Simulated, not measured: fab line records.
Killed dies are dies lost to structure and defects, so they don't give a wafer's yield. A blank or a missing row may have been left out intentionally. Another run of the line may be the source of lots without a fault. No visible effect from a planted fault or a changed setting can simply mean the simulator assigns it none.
Split-lot experiment ; flow berkeley_cmos170 ; 23 wafers read from 5 lots, route of 331 steps

## THE SPLIT
At UCB170_PVT_IMPLANT_07, the setting energy_kev was moved away from the recipe's 30 on 10 of the 23 wafers read, by -5.3% to +2.6%. The other wafers ran this setting at the recipe's value.

## THE PATH FROM SPLIT TO READING: the file shows 1 step between them
- UCB170_PVT_STRIP_08: strips in O2

## THE READING
PVT_TW, at UCB170_PVT_TW_MEAS_09. A value of 510 with a standard deviation of 3.4 is what fault-free wafers of this fab line usually give.

wafer;tool, chamber at the split;energy_kev as run;against the recipe;PVT_TW;against lot-mates on the recipe
L074.1;implanter-01, 0;30;recipe;511;-
L074.2;implanter-01, 0;28.4;-5.3%;505;-5
L074.3;implanter-01, 0;28.4;-5.3%;500;-10
L074.4;implanter-01, 0;30;recipe;509;-
L074.6;implanter-01, 0;28.4;-5.3%;501;-9
L075.1;implanter-02, 0;30;recipe;510;-
L075.3;implanter-02, 0;30.79;+2.6%;513;+4
L075.4;implanter-02, 0;30;recipe;508;-
L075.5;implanter-02, 0;30.79;+2.6%;513;+4
L075.6;implanter-02, 0;30.79;+2.6%;512;+3
L077.1;implanter-04, 0;30;recipe;508;-
L077.2;implanter-04, 0;29.02;-3.3%;503;-6
L077.3;implanter-04, 0;30;recipe;510;-
L077.4;implanter-04, 0;30;recipe;508;-
L077.6;implanter-04, 0;29.02;-3.3%;505;-4
L079.2;implanter-01, 0;29.01;-3.3%;508;-4
L079.3;implanter-01, 0;30;recipe;512;-
L079.4;implanter-01, 0;30;recipe;512;-
L079.5;implanter-01, 0;29.01;-3.3%;505;-7
L079.6;implanter-01, 0;30;recipe;512;-
L081.3;implanter-01, 0;30;recipe;513;-
L081.4;implanter-01, 0;30;recipe;515;-
L081.6;implanter-01, 0;30;recipe;512;-

FIT RESULTS
A straight line over all 23 wafers: PVT_TW changes by +1.45 for each +1% of energy_kev; r = +0.86; the points scatter about the line by 2.1.
The same after taking each lot's own level away (the mean of its wafers on the recipe; 23 wafers): +1.49 for each +1%; r = +0.95; scatter 1.3.
Per that fit: largest energy_kev move, reading shift of 7.9.
The span of the lots' own levels, 508.7 to 513.3, comes to 1.4 times the standard deviation stated above.
Hence the lot-to-lot level has little effect on the slope; both slopes agree.
Check: with one of the wafers moved furthest among these (-5.3%) left out of the fit, the line predicts -8.74 for it against its lot-mates. Against them it came out at -5.

## THESE WAFERS: OTHER SPLITS
These wafers also went through other splits before the reading. Each is held against what the fit with the lots' levels taken away leaves over:
other split on the same wafers;wafers away from the commonest value;r with PVT_TW (lot level and that fit taken away)
UCB170_NWELL_COAT_07 resist_thk_nm;7;+0.13
UCB170_NWELL_IMPLANT_14 energy_kev;6;+0.31
UCB170_WELLDRIVE_OXIDATION_01 ox_time_s;18;-0.03
UCB170_ACTIVE_EXPOSE_10 dose_mj;7;-0.08
UCB170_PFIELD_COAT_01 resist_thk_nm;9;+0.12
UCB170_SCREENOX_OXIDATION_01 ox_time_s;10;-0.09

## THE WHOLE CHAIN: every reading that the file lists as answering this split, in the file's order
step;what it does;reading;change (the file's fit);r (the file's)
UCB170_PVT_IMPLANT_07;;implant.rp_nm (the simulator's own value, which no gauge read);+0.262 nm for each +1% of the setting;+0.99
UCB170_PVT_IMPLANT_07;;implant.drp_nm (the simulator's own value, which no gauge read);+0.105 nm for each +1% of the setting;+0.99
UCB170_PVT_TW_MEAS_09;;PVT_TW;+1.48 for each +1% of the setting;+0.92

## THE FILE'S OWN FIT
PVT_TW changes by +1.48 for each +1% of energy_kev, r = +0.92.
